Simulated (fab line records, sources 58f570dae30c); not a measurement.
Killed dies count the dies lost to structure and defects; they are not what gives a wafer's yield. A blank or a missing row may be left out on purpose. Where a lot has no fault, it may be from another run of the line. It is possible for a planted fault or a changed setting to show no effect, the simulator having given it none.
fab line records || flow berkeleyCmos170 || part 2 of 2: steps 29 to 38 of 38
[record] {"lots": 5, "wafers": 15, "lastDay": 11}
route steps=331 shown CONTACT@235 M1@238 V1@254 M2@271
lots that met no fault: from a run of the same line without faults
startH: the number of hours between the record's first day and the start of the first shown wafer of the lot || waitH: hours elapsed since this lot's preceding step || " the same as in the row above || L1.1+2: a row that stands for several wafers || - value missing, or start not given || * or withheld: withheld || < > ~ a bound
route shown NAME@n: a module of which the file shows steps, and the number in the route of the first || usual: mean and standard deviation over wafers with no fault || same: alike in all rows || chamber/n: place in a boat || sites: the reading at each site || _std_site: the values' standard deviation || _edge_site: inner sites' mean taken away from outer sites' mean || radiusMm: for every site, how far away it sits from the centre of the wafer || mask NAME#n: copy n || behind: the most recent tool/chamber to have shaped the wafer || hold: what put the lot on hold/how long, in hours/how the hold closed || device: transistor that didn't switch, given as n, p or np || end of line: the route-end tests of the same wafers || a step without rows: its recipe alone || killed: at the first sort, the dies lost to defects and structure; wafer yield is something else || map: shows each die of a wafer: x if killed, . if not, _ if none is there
set.NAME: the setting the step ran with; set.NAME@STEP: the setting that earlier step ran with || model.NAME: the simulator's own value behind a step, which no gauge read
lots at selected steps of the route; one table per step, one row per wafer
services: a tool's chamber out of use, with start hour (startH, from the record's first day; less than 0 if before it), hours out, and reason
[[steps]]
[step UCB170_V1_EXPOSE_09]
[recipe] {"maskId": "VIA1", "targetCdNm": 700, "na": 0.5, "sigmaOuter": 0.6, "sourceShape": "conventional", "doseMj": 36.69}
[usual] {"stageVelMmS": "500.06/0.25"}
[same] {"na": 0.5}
{"lot.wafer": "L075.3", "tool": "krfScanner-02", "chamber": 0, "startH": 159.22, "waitH": 0.1, "mask": "VIA1#0", "stageVelMmS": 500.52}
{"lot.wafer": "L075.5", "tool": "krfScanner-02", "chamber": 0, "startH": 159.22, "waitH": 0.1, "mask": "VIA1#0", "stageVelMmS": 500.05}
{"lot.wafer": "L075.6", "tool": "krfScanner-02", "chamber": 0, "startH": 159.22, "waitH": 0.1, "mask": "VIA1#0", "stageVelMmS": 500.30}
{"lot.wafer": "L077.1", "tool": "krfScanner-01", "chamber": 0, "startH": 165.81, "waitH": 0.2, "mask": "VIA1#0", "stageVelMmS": 499.99}
{"lot.wafer": "L077.2", "tool": "krfScanner-01", "chamber": 0, "startH": 165.81, "waitH": 0.2, "mask": "VIA1#0", "stageVelMmS": 500.21}
{"lot.wafer": "L077.3", "tool": "krfScanner-01", "chamber": 0, "startH": 165.81, "waitH": 0.2, "mask": "VIA1#0", "stageVelMmS": 500.05}
{"lot.wafer": "L081.3", "tool": "krfScanner-01", "chamber": 0, "startH": 194.76, "waitH": 0.1, "mask": "VIA1#0", "stageVelMmS": 500.26}
{"lot.wafer": "L081.4", "tool": "krfScanner-01", "chamber": 0, "startH": 194.76, "waitH": 0.1, "mask": "VIA1#0", "stageVelMmS": 499.91}
{"lot.wafer": "L081.5", "tool": "krfScanner-01", "chamber": 0, "startH": 194.76, "waitH": 0.1, "mask": "VIA1#0", "stageVelMmS": 500.03}
{"lot.wafer": "L085.1", "tool": "krfScanner-01", "chamber": 0, "startH": 225.14, "waitH": 0.1, "mask": "VIA1#0", "stageVelMmS": 499.95}
{"lot.wafer": "L085.3", "tool": "krfScanner-01", "chamber": 0, "startH": 225.14, "waitH": 0.1, "mask": "VIA1#0", "stageVelMmS": 500.16}
{"lot.wafer": "L085.5", "tool": "krfScanner-01", "chamber": 0, "startH": 225.14, "waitH": 0.1, "mask": "VIA1#0", "stageVelMmS": 499.77}
{"lot.wafer": "L093.3", "tool": "krfScanner-02", "chamber": 0, "startH": 253.42, "waitH": 0.3, "mask": "VIA1#0", "stageVelMmS": 500.09}
{"lot.wafer": "L093.4", "tool": "krfScanner-02", "chamber": 0, "startH": 253.42, "waitH": 0.3, "mask": "VIA1#0", "stageVelMmS": 500.26}
{"lot.wafer": "L093.6", "tool": "krfScanner-02", "chamber": 0, "startH": 253.42, "waitH": 0.3, "mask": "VIA1#0", "stageVelMmS": 499.88}
[step UCB170_V1_PEB_10]
[recipe] {"pebTempC": 130, "pebTimeS": "withheld", "resist": "KrF"}
[usual] {"heaterPowerTotalW": "56.80/0.047"}
{"lot.wafer": "L075.3", "tool": "lithoTrack-02", "chamber": 0, "startH": 159.35, "waitH": 0.1, "heaterPowerTotalW": 56.84}
{"lot.wafer": "L075.5", "tool": "lithoTrack-02", "chamber": 0, "startH": 159.35, "waitH": 0.1, "heaterPowerTotalW": 56.80}
{"lot.wafer": "L075.6", "tool": "lithoTrack-02", "chamber": 0, "startH": 159.35, "waitH": 0.1, "heaterPowerTotalW": 56.80}
{"lot.wafer": "L077.1", "tool": "lithoTrack-02", "chamber": 0, "startH": 166.14, "waitH": 0.3, "heaterPowerTotalW": 56.87}
{"lot.wafer": "L077.2", "tool": "lithoTrack-02", "chamber": 0, "startH": 166.14, "waitH": 0.3, "heaterPowerTotalW": 56.84}
{"lot.wafer": "L077.3", "tool": "lithoTrack-02", "chamber": 0, "startH": 166.14, "waitH": 0.3, "heaterPowerTotalW": 56.84}
{"lot.wafer": "L081.3", "tool": "lithoTrack-02", "chamber": 0, "startH": 194.88, "waitH": 0.1, "heaterPowerTotalW": 56.81}
{"lot.wafer": "L081.4", "tool": "lithoTrack-02", "chamber": 0, "startH": 194.88, "waitH": 0.1, "heaterPowerTotalW": 56.78}
{"lot.wafer": "L081.5", "tool": "lithoTrack-02", "chamber": 0, "startH": 194.88, "waitH": 0.1, "heaterPowerTotalW": 56.78}
{"lot.wafer": "L085.1", "tool": "lithoTrack-03", "chamber": 0, "startH": 225.31, "waitH": 0.1, "heaterPowerTotalW": 56.82}
{"lot.wafer": "L085.3", "tool": "lithoTrack-03", "chamber": 0, "startH": 225.31, "waitH": 0.1, "heaterPowerTotalW": 56.83}
{"lot.wafer": "L085.5", "tool": "lithoTrack-03", "chamber": 0, "startH": 225.31, "waitH": 0.1, "heaterPowerTotalW": 56.76}
{"lot.wafer": "L093.3", "tool": "lithoTrack-01", "chamber": 0, "startH": 253.70, "waitH": 0.3, "heaterPowerTotalW": 56.80}
{"lot.wafer": "L093.4", "tool": "lithoTrack-01", "chamber": 0, "startH": 253.70, "waitH": 0.3, "heaterPowerTotalW": 56.82}
{"lot.wafer": "L093.6", "tool": "lithoTrack-01", "chamber": 0, "startH": 253.70, "waitH": 0.3, "heaterPowerTotalW": 56.84}
[step UCB170_V1_DEVELOP_11]
[recipe] {"developer": "TMAH", "developTimeS": 45, "resist": "KrF", "devTempC": 21}
{"lot.wafer": "L075.3+5+6", "tool": "lithoTrack-02", "chamber": 0, "startH": "-", "waitH": "-"}
{"lot.wafer": "L077.1+2+3", "tool": "lithoTrack-02", "chamber": 0, "startH": "-", "waitH": "-"}
{"lot.wafer": "L081.3+4+5", "tool": "lithoTrack-02", "chamber": 0, "startH": "-", "waitH": "-"}
{"lot.wafer": "L085.1+3+5", "tool": "lithoTrack-03", "chamber": 0, "startH": "-", "waitH": "-"}
{"lot.wafer": "L093.3+4+6", "tool": "lithoTrack-01", "chamber": 0, "startH": "-", "waitH": "-"}
[step UCB170_V1_CD_MEAS_12]
[recipe] {"targetCdNm": 700}
[usual] {"cdNm": "699.9/0.98"}
{"lot.wafer": "L075.3", "tool": "cdSem-02", "chamber": "-", "startH": 159.62, "waitH": "-", "cdNm": 700.5}
{"lot.wafer": "L075.5", "tool": "cdSem-02", "chamber": "-", "startH": 159.62, "waitH": "-", "cdNm": 700.0}
{"lot.wafer": "L075.6", "tool": "cdSem-02", "chamber": "-", "startH": 159.62, "waitH": "-", "cdNm": 700.5}
{"lot.wafer": "L077.1", "tool": "cdSem-01", "chamber": "-", "startH": 166.41, "waitH": "-", "cdNm": 698.5}
{"lot.wafer": "L077.2", "tool": "cdSem-01", "chamber": "-", "startH": 166.41, "waitH": "-", "cdNm": 698.1}
{"lot.wafer": "L077.3", "tool": "cdSem-01", "chamber": "-", "startH": 166.41, "waitH": "-", "cdNm": 698.3}
{"lot.wafer": "L081.3", "tool": "cdSem-02", "chamber": "-", "startH": 195.15, "waitH": "-", "cdNm": 702.1}
{"lot.wafer": "L081.4", "tool": "cdSem-02", "chamber": "-", "startH": 195.15, "waitH": "-", "cdNm": 700.3}
{"lot.wafer": "L081.5", "tool": "cdSem-02", "chamber": "-", "startH": 195.15, "waitH": "-", "cdNm": 701.1}
{"lot.wafer": "L085.1", "tool": "cdSem-01", "chamber": "-", "startH": 225.58, "waitH": "-", "cdNm": 700.9}
{"lot.wafer": "L085.3", "tool": "cdSem-01", "chamber": "-", "startH": 225.58, "waitH": "-", "cdNm": 700.6}
{"lot.wafer": "L085.5", "tool": "cdSem-01", "chamber": "-", "startH": 225.58, "waitH": "-", "cdNm": 700.3}
{"lot.wafer": "L093.3", "tool": "cdSem-02", "chamber": "-", "startH": 253.96, "waitH": "-", "cdNm": 700.7}
{"lot.wafer": "L093.4", "tool": "cdSem-02", "chamber": "-", "startH": 253.96, "waitH": "-", "cdNm": 699.1}
{"lot.wafer": "L093.6", "tool": "cdSem-02", "chamber": "-", "startH": 253.96, "waitH": "-", "cdNm": 699.9}
[step UCB170_V1_OVL_MEAS_13]
[usual] {"V1_OVL": "2/5.2"}
{"lot.wafer": "L075.3", "tool": "overlay-02", "chamber": "-", "startH": 159.71, "waitH": 0.1, "V1_OVL[nm]": -4}
{"lot.wafer": "L075.5", "tool": "overlay-02", "chamber": "-", "startH": 159.71, "waitH": 0.1, "V1_OVL[nm]": -6}
{"lot.wafer": "L075.6", "tool": "overlay-02", "chamber": "-", "startH": 159.71, "waitH": 0.1, "V1_OVL[nm]": -10}
{"lot.wafer": "L077.1", "tool": "overlay-01", "chamber": "-", "startH": 166.53, "waitH": 0.1, "V1_OVL[nm]": 12}
{"lot.wafer": "L077.2", "tool": "overlay-01", "chamber": "-", "startH": 166.53, "waitH": 0.1, "V1_OVL[nm]": 12}
{"lot.wafer": "L077.3", "tool": "overlay-01", "chamber": "-", "startH": 166.53, "waitH": 0.1, "V1_OVL[nm]": 6}
{"lot.wafer": "L081.3", "tool": "overlay-01", "chamber": "-", "startH": 195.24, "waitH": 0.1, "V1_OVL[nm]": 1}
{"lot.wafer": "L081.4", "tool": "overlay-01", "chamber": "-", "startH": 195.24, "waitH": 0.1, "V1_OVL[nm]": 4}
{"lot.wafer": "L081.5", "tool": "overlay-01", "chamber": "-", "startH": 195.24, "waitH": 0.1, "V1_OVL[nm]": 4}
{"lot.wafer": "L085.1", "tool": "overlay-02", "chamber": "-", "startH": 225.70, "waitH": 0.1, "V1_OVL[nm]": -8}
{"lot.wafer": "L085.3", "tool": "overlay-02", "chamber": "-", "startH": 225.70, "waitH": 0.1, "V1_OVL[nm]": -1}
{"lot.wafer": "L085.5", "tool": "overlay-02", "chamber": "-", "startH": 225.70, "waitH": 0.1, "V1_OVL[nm]": -3}
{"lot.wafer": "L093.3", "tool": "overlay-01", "chamber": "-", "startH": 254.05, "waitH": 0.1, "V1_OVL[nm]": 3}
{"lot.wafer": "L093.4", "tool": "overlay-01", "chamber": "-", "startH": 254.05, "waitH": 0.1, "V1_OVL[nm]": -10}
{"lot.wafer": "L093.6", "tool": "overlay-01", "chamber": "-", "startH": 254.05, "waitH": 0.1, "V1_OVL[nm]": -9}
[step UCB170_V1_ETCH_14]
[recipe] {"chemistry": "CHF3/CF4/Ar", "target": "SiO2", "stopOn": "Al", "CHF3_flow_sccm": 45, "cf4FlowSccm": 15, "Ar_flow_sccm": 150, "pressureMtorr": 200, "rfW": 700, "targetDepthA": 12500, "overEtchFrac": 0.25, "timeS": 291}
[usual] {"CHF3_flow_sccm": "44.98/0.14", "drypumpMotorCurrentA": "5.8/0.35", "oesProductAu": "0.872/0.009", "throttleValvePct": "6.95/0.082"}
{"lot.wafer": "L075.3", "tool": "rieDiel-01", "chamber": 2, "startH": 159.73, "waitH": 0.0, "CHF3_flow_sccm": 45.13, "drypumpMotorCurrentA": 5.6, "oesProductAu": 0.878, "rfHoursCounterH": 146, "throttleValvePct": 7.02}
{"lot.wafer": "L075.5", "tool": "rieDiel-01", "chamber": 2, "startH": 159.73, "waitH": 0.0, "CHF3_flow_sccm": 44.88, "drypumpMotorCurrentA": 5.6, "oesProductAu": 0.873, "rfHoursCounterH": "-", "throttleValvePct": 7.01}
{"lot.wafer": "L075.6", "tool": "rieDiel-01", "chamber": 3, "startH": 159.73, "waitH": 0.0, "CHF3_flow_sccm": 45.27, "drypumpMotorCurrentA": 5.8, "oesProductAu": 0.867, "rfHoursCounterH": "-", "throttleValvePct": 6.96}
{"lot.wafer": "L077.1", "tool": "rieDiel-01", "chamber": 1, "startH": 166.57, "waitH": 0.0, "CHF3_flow_sccm": 45.02, "drypumpMotorCurrentA": 5.9, "oesProductAu": 0.876, "rfHoursCounterH": 18, "throttleValvePct": 6.98}
{"lot.wafer": "L077.2", "tool": "rieDiel-01", "chamber": 0, "startH": 166.57, "waitH": 0.0, "CHF3_flow_sccm": 45.04, "drypumpMotorCurrentA": 5.6, "oesProductAu": 0.871, "rfHoursCounterH": 0, "throttleValvePct": 6.89}
{"lot.wafer": "L077.3", "tool": "rieDiel-01", "chamber": 2, "startH": 166.57, "waitH": 0.0, "CHF3_flow_sccm": 44.85, "drypumpMotorCurrentA": 5.6, "oesProductAu": 0.870, "rfHoursCounterH": 147, "throttleValvePct": 7.02}
{"lot.wafer": "L081.3", "tool": "rieDiel-02", "chamber": 2, "startH": 195.26, "waitH": 0.0, "CHF3_flow_sccm": 45.08, "drypumpMotorCurrentA": 6.4, "oesProductAu": 0.879, "rfHoursCounterH": 92, "throttleValvePct": 6.77}
{"lot.wafer": "L081.4", "tool": "rieDiel-02", "chamber": 3, "startH": 195.26, "waitH": 0.0, "CHF3_flow_sccm": 44.96, "drypumpMotorCurrentA": 6.4, "oesProductAu": 0.847, "rfHoursCounterH": 49, "throttleValvePct": 6.93}
{"lot.wafer": "L081.5", "tool": "rieDiel-02", "chamber": 0, "startH": 195.26, "waitH": 0.0, "CHF3_flow_sccm": 44.81, "drypumpMotorCurrentA": 5.9, "oesProductAu": 0.872, "rfHoursCounterH": "-", "throttleValvePct": 7.10}
{"lot.wafer": "L085.1", "tool": "rieDiel-02", "chamber": 1, "startH": 225.74, "waitH": 0.0, "CHF3_flow_sccm": 44.83, "drypumpMotorCurrentA": 6.2, "oesProductAu": 0.873, "rfHoursCounterH": 7, "throttleValvePct": 6.95}
{"lot.wafer": "L085.3", "tool": "rieDiel-02", "chamber": 3, "startH": 225.74, "waitH": 0.0, "CHF3_flow_sccm": 45.00, "drypumpMotorCurrentA": 6.4, "oesProductAu": 0.854, "rfHoursCounterH": 50, "throttleValvePct": 6.93}
{"lot.wafer": "L085.5", "tool": "rieDiel-02", "chamber": 3, "startH": 225.74, "waitH": 0.0, "CHF3_flow_sccm": 44.92, "drypumpMotorCurrentA": 6.4, "oesProductAu": 0.855, "rfHoursCounterH": "-", "throttleValvePct": 6.93}
{"lot.wafer": "L093.3", "tool": "rieDiel-04", "chamber": 0, "startH": 254.08, "waitH": 0.0, "CHF3_flow_sccm": 44.95, "drypumpMotorCurrentA": 5.2, "oesProductAu": 0.873, "rfHoursCounterH": 17, "throttleValvePct": 6.91}
{"lot.wafer": "L093.4", "tool": "rieDiel-04", "chamber": 1, "startH": 254.08, "waitH": 0.0, "CHF3_flow_sccm": 44.87, "drypumpMotorCurrentA": 6.0, "oesProductAu": 0.858, "rfHoursCounterH": 109, "throttleValvePct": 7.09}
{"lot.wafer": "L093.6", "tool": "rieDiel-04", "chamber": 3, "startH": 254.08, "waitH": 0.0, "CHF3_flow_sccm": 45.11, "drypumpMotorCurrentA": 5.2, "oesProductAu": 0.867, "rfHoursCounterH": "-", "throttleValvePct": 6.85}
[step UCB170_V1_STRIP_15]
[recipe] {"chemistry": "O2", "powerW": 400, "pressureMtorr": 3500, "platenTempC": "withheld", "o2FlowSccm": 400, "overashFraction": 0.5}
[usual] {"drypumpMotorCurrentA": "5.6/0.54", "oesProductAu": "0.722/0.0041", "stripTimeToEndpointS": "15.28/0.16"}
{"lot.wafer": "L075.3", "tool": "plasmaAsher-02", "chamber": 1, "startH": 159.94, "waitH": 0.1, "drypumpMotorCurrentA": 5.4, "oesProductAu": 0.723, "rfHoursCounterH": "-", "stripTimeToEndpointS": 15.38}
{"lot.wafer": "L075.5", "tool": "plasmaAsher-02", "chamber": 0, "startH": 159.94, "waitH": 0.1, "drypumpMotorCurrentA": 6.3, "oesProductAu": 0.731, "rfHoursCounterH": "-", "stripTimeToEndpointS": 15.42}
{"lot.wafer": "L075.6", "tool": "plasmaAsher-02", "chamber": 1, "startH": 159.94, "waitH": 0.1, "drypumpMotorCurrentA": 5.4, "oesProductAu": 0.720, "rfHoursCounterH": "-", "stripTimeToEndpointS": 15.13}
{"lot.wafer": "L077.1", "tool": "plasmaAsher-04", "chamber": 0, "startH": 166.75, "waitH": 0.1, "drypumpMotorCurrentA": 5.8, "oesProductAu": 0.719, "rfHoursCounterH": 39, "stripTimeToEndpointS": 15.14}
{"lot.wafer": "L077.2", "tool": "plasmaAsher-04", "chamber": 1, "startH": 166.75, "waitH": 0.1, "drypumpMotorCurrentA": 4.8, "oesProductAu": 0.724, "rfHoursCounterH": 39, "stripTimeToEndpointS": 15.66}
{"lot.wafer": "L077.3", "tool": "plasmaAsher-04", "chamber": 0, "startH": 166.75, "waitH": 0.1, "drypumpMotorCurrentA": 5.8, "oesProductAu": 0.731, "rfHoursCounterH": "-", "stripTimeToEndpointS": 15.38}
{"lot.wafer": "L081.3", "tool": "plasmaAsher-04", "chamber": 1, "startH": 195.48, "waitH": 0.1, "drypumpMotorCurrentA": 4.8, "oesProductAu": 0.726, "rfHoursCounterH": "-", "stripTimeToEndpointS": 15.24}
{"lot.wafer": "L081.4", "tool": "plasmaAsher-04", "chamber": 0, "startH": 195.48, "waitH": 0.1, "drypumpMotorCurrentA": 5.8, "oesProductAu": 0.723, "rfHoursCounterH": "-", "stripTimeToEndpointS": 15.24}
{"lot.wafer": "L081.5", "tool": "plasmaAsher-04", "chamber": 1, "startH": 195.48, "waitH": 0.1, "drypumpMotorCurrentA": 4.8, "oesProductAu": 0.724, "rfHoursCounterH": "-", "stripTimeToEndpointS": 15.26}
{"lot.wafer": "L085.1", "tool": "plasmaAsher-03", "chamber": 0, "startH": 225.92, "waitH": 0.1, "drypumpMotorCurrentA": 6.1, "oesProductAu": 0.719, "rfHoursCounterH": 9, "stripTimeToEndpointS": 15.19}
{"lot.wafer": "L085.3", "tool": "plasmaAsher-03", "chamber": 1, "startH": 225.92, "waitH": 0.1, "drypumpMotorCurrentA": 6.0, "oesProductAu": 0.729, "rfHoursCounterH": "-", "stripTimeToEndpointS": 15.25}
{"lot.wafer": "L085.5", "tool": "plasmaAsher-03", "chamber": 0, "startH": 225.92, "waitH": 0.1, "drypumpMotorCurrentA": 6.1, "oesProductAu": 0.724, "rfHoursCounterH": "-", "stripTimeToEndpointS": 15.22}
{"lot.wafer": "L093.3", "tool": "plasmaAsher-04", "chamber": 1, "startH": 254.29, "waitH": 0.1, "drypumpMotorCurrentA": 4.8, "oesProductAu": 0.721, "rfHoursCounterH": "-", "stripTimeToEndpointS": 15.32}
{"lot.wafer": "L093.4", "tool": "plasmaAsher-04", "chamber": 0, "startH": 254.29, "waitH": 0.1, "drypumpMotorCurrentA": 5.7, "oesProductAu": 0.720, "rfHoursCounterH": "-", "stripTimeToEndpointS": 15.33}
{"lot.wafer": "L093.6", "tool": "plasmaAsher-04", "chamber": 0, "startH": 254.29, "waitH": 0.1, "drypumpMotorCurrentA": 5.7, "oesProductAu": 0.728, "rfHoursCounterH": "-", "stripTimeToEndpointS": 15.35}
[step UCB170_V1_CD_MEAS_90]
[recipe] {"targetCdNm": 700}
[usual] {"cdNm": "700.3/1.2"}
{"lot.wafer": "L075.3", "tool": "cdSem-02", "chamber": "-", "startH": 160.05, "waitH": 0.1, "cdNm": 699.9}
{"lot.wafer": "L075.5", "tool": "cdSem-02", "chamber": "-", "startH": 160.05, "waitH": 0.1, "cdNm": 699.8}
{"lot.wafer": "L075.6", "tool": "cdSem-02", "chamber": "-", "startH": 160.05, "waitH": 0.1, "cdNm": 701.4}
{"lot.wafer": "L077.1", "tool": "cdSem-01", "chamber": "-", "startH": 166.85, "waitH": 0.1, "cdNm": 698.5}
{"lot.wafer": "L077.2", "tool": "cdSem-01", "chamber": "-", "startH": 166.85, "waitH": 0.1, "cdNm": 698.2}
{"lot.wafer": "L077.3", "tool": "cdSem-01", "chamber": "-", "startH": 166.85, "waitH": 0.1, "cdNm": 698.1}
{"lot.wafer": "L081.3", "tool": "cdSem-01", "chamber": "-", "startH": 195.58, "waitH": 0.1, "cdNm": 702.0}
{"lot.wafer": "L081.4", "tool": "cdSem-01", "chamber": "-", "startH": 195.58, "waitH": 0.1, "cdNm": 701.1}
{"lot.wafer": "L081.5", "tool": "cdSem-01", "chamber": "-", "startH": 195.58, "waitH": 0.1, "cdNm": 702.3}
{"lot.wafer": "L085.1", "tool": "cdSem-02", "chamber": "-", "startH": 226.02, "waitH": 0.1, "cdNm": 702.3}
{"lot.wafer": "L085.3", "tool": "cdSem-02", "chamber": "-", "startH": 226.02, "waitH": 0.1, "cdNm": 700.5}
{"lot.wafer": "L085.5", "tool": "cdSem-02", "chamber": "-", "startH": 226.02, "waitH": 0.1, "cdNm": 700.0}
{"lot.wafer": "L093.3", "tool": "cdSem-01", "chamber": "-", "startH": 254.40, "waitH": 0.1, "cdNm": 701.5}
{"lot.wafer": "L093.4", "tool": "cdSem-01", "chamber": "-", "startH": 254.40, "waitH": 0.1, "cdNm": 700.7}
{"lot.wafer": "L093.6", "tool": "cdSem-01", "chamber": "-", "startH": 254.40, "waitH": 0.1, "cdNm": 701.3}
[step UCB170_M2_PRE_CLEAN_00]
[recipe] {"gas": "Ar", "precleanEtchTimeS": 60}
{"lot.wafer": "L075.3+5+6", "tool": "pvdSputter-01", "chamber": "-", "startH": 160.13, "waitH": 0.1}
{"lot.wafer": "L077.1+2+3", "tool": "pvdSputter-04", "chamber": "-", "startH": 166.97, "waitH": 0.1}
{"lot.wafer": "L081.3+4+5", "tool": "pvdSputter-03", "chamber": "-", "startH": 195.66, "waitH": 0.1}
{"lot.wafer": "L085.1+3+5", "tool": "pvdSputter-03", "chamber": "-", "startH": 226.14, "waitH": 0.1}
{"lot.wafer": "L093.3+4+6", "tool": "pvdSputter-04", "chamber": "-", "startH": 254.48, "waitH": 0.1}
[step UCB170_M2_SPUTTER_01]
[recipe] {"material": "Al", "targetThkNm": 900, "timeS": 120, "powerW": 6000, "chamberPressurePa": 0.5}
[usual] {"throttleValvePct": "29.9/1.3"}
{"lot.wafer": "L075.3", "tool": "pvdSputter-01", "chamber": "-", "startH": 160.20, "waitH": 0.0, "throttleValvePct": 32.0}
{"lot.wafer": "L075.5", "tool": "pvdSputter-01", "chamber": "-", "startH": 160.20, "waitH": 0.0, "throttleValvePct": 32.2}
{"lot.wafer": "L075.6", "tool": "pvdSputter-01", "chamber": "-", "startH": 160.20, "waitH": 0.0, "throttleValvePct": 26.9}
{"lot.wafer": "L077.1", "tool": "pvdSputter-04", "chamber": "-", "startH": 167.03, "waitH": 0.0, "throttleValvePct": 30.9}
{"lot.wafer": "L077.2", "tool": "pvdSputter-04", "chamber": "-", "startH": 167.03, "waitH": 0.0, "throttleValvePct": 29.6}
{"lot.wafer": "L077.3", "tool": "pvdSputter-04", "chamber": "-", "startH": 167.03, "waitH": 0.0, "throttleValvePct": 28.5}
{"lot.wafer": "L081.3", "tool": "pvdSputter-03", "chamber": "-", "startH": 195.73, "waitH": 0.0, "throttleValvePct": 29.1}
{"lot.wafer": "L081.4", "tool": "pvdSputter-03", "chamber": "-", "startH": 195.73, "waitH": 0.0, "throttleValvePct": 31.3}
{"lot.wafer": "L081.5", "tool": "pvdSputter-03", "chamber": "-", "startH": 195.73, "waitH": 0.0, "throttleValvePct": 29.5}
{"lot.wafer": "L085.1", "tool": "pvdSputter-03", "chamber": "-", "startH": 226.20, "waitH": 0.0, "throttleValvePct": 29.0}
{"lot.wafer": "L085.3", "tool": "pvdSputter-03", "chamber": "-", "startH": 226.20, "waitH": 0.0, "throttleValvePct": 31.6}
{"lot.wafer": "L085.5", "tool": "pvdSputter-03", "chamber": "-", "startH": 226.20, "waitH": 0.0, "throttleValvePct": 31.3}
{"lot.wafer": "L093.3", "tool": "pvdSputter-04", "chamber": "-", "startH": 254.54, "waitH": 0.0, "throttleValvePct": 28.3}
{"lot.wafer": "L093.4", "tool": "pvdSputter-04", "chamber": "-", "startH": 254.54, "waitH": 0.0, "throttleValvePct": 29.7}
{"lot.wafer": "L093.6", "tool": "pvdSputter-04", "chamber": "-", "startH": 254.54, "waitH": 0.0, "throttleValvePct": 29.6}
[[services]]
{"tool": "rieDiel-04", "chamber": "-", "startH": 127.56, "hours": 1.6, "kind": "repair"}
{"tool": "plasmaAsher-01", "chamber": "-", "startH": 130.21, "hours": 3.3, "kind": "repair"}
{"tool": "krfScanner-02", "chamber": "-", "startH": 131.95, "hours": 1.1, "kind": "repair"}
{"tool": "cmp-02", "chamber": "-", "startH": 134.93, "hours": 0.4, "kind": "repair"}
{"tool": "cmp-02", "chamber": "-", "startH": 141.92, "hours": 13.1, "kind": "pm"}
{"tool": "krfScanner-02", "chamber": "-", "startH": 150.69, "hours": 0.5, "kind": "repair"}
{"tool": "plasmaAsher-03", "chamber": "-", "startH": 153.40, "hours": 14.6, "kind": "pm"}
{"tool": "krfScanner-02", "chamber": "-", "startH": 155.00, "hours": 1.0, "kind": "pm"}
{"tool": "rieDiel-04", "chamber": "-", "startH": 163.99, "hours": 2.6, "kind": "repair"}
{"tool": "rieDiel-01", "chamber": 3, "startH": 165.64, "hours": 4.1, "kind": "repair"}
{"tool": "plasmaAsher-02", "chamber": "-", "startH": 169.02, "hours": 2.8, "kind": "pm"}
{"tool": "krfScanner-02", "chamber": "-", "startH": 179.17, "hours": 1.3, "kind": "pm"}
{"tool": "cmp-02", "chamber": "-", "startH": 192.77, "hours": 7.4, "kind": "pm"}
{"tool": "plasmaAsher-03", "chamber": "-", "startH": 194.99, "hours": 2.1, "kind": "repair"}
{"tool": "pvdSputter-04", "chamber": "-", "startH": 198.17, "hours": 0.8, "kind": "repair"}
{"tool": "wetBench-02", "chamber": "-", "startH": 207.69, "hours": 1.4, "kind": "repair"}
{"tool": "krfScanner-01", "chamber": "-", "startH": 219.13, "hours": 1.0, "kind": "pm"}
{"tool": "krfScanner-02", "chamber": "-", "startH": 221.88, "hours": 4.4, "kind": "pm"}
{"tool": "krfScanner-02", "chamber": "-", "startH": 231.69, "hours": 7.2, "kind": "repair"}
{"tool": "cmp-02", "chamber": "-", "startH": 232.00, "hours": 4.0, "kind": "pm"}
{"tool": "pvdSputter-04", "chamber": "-", "startH": 240.57, "hours": 9.5, "kind": "repair"}
{"tool": "krfScanner-01", "chamber": "-", "startH": 249.56, "hours": 1.3, "kind": "pm"}
{"tool": "cmp-02", "chamber": "-", "startH": 252.59, "hours": 0.9, "kind": "repair"}
{"tool": "plasmaAsher-02", "chamber": "-", "startH": 252.87, "hours": 4.3, "kind": "pm"}
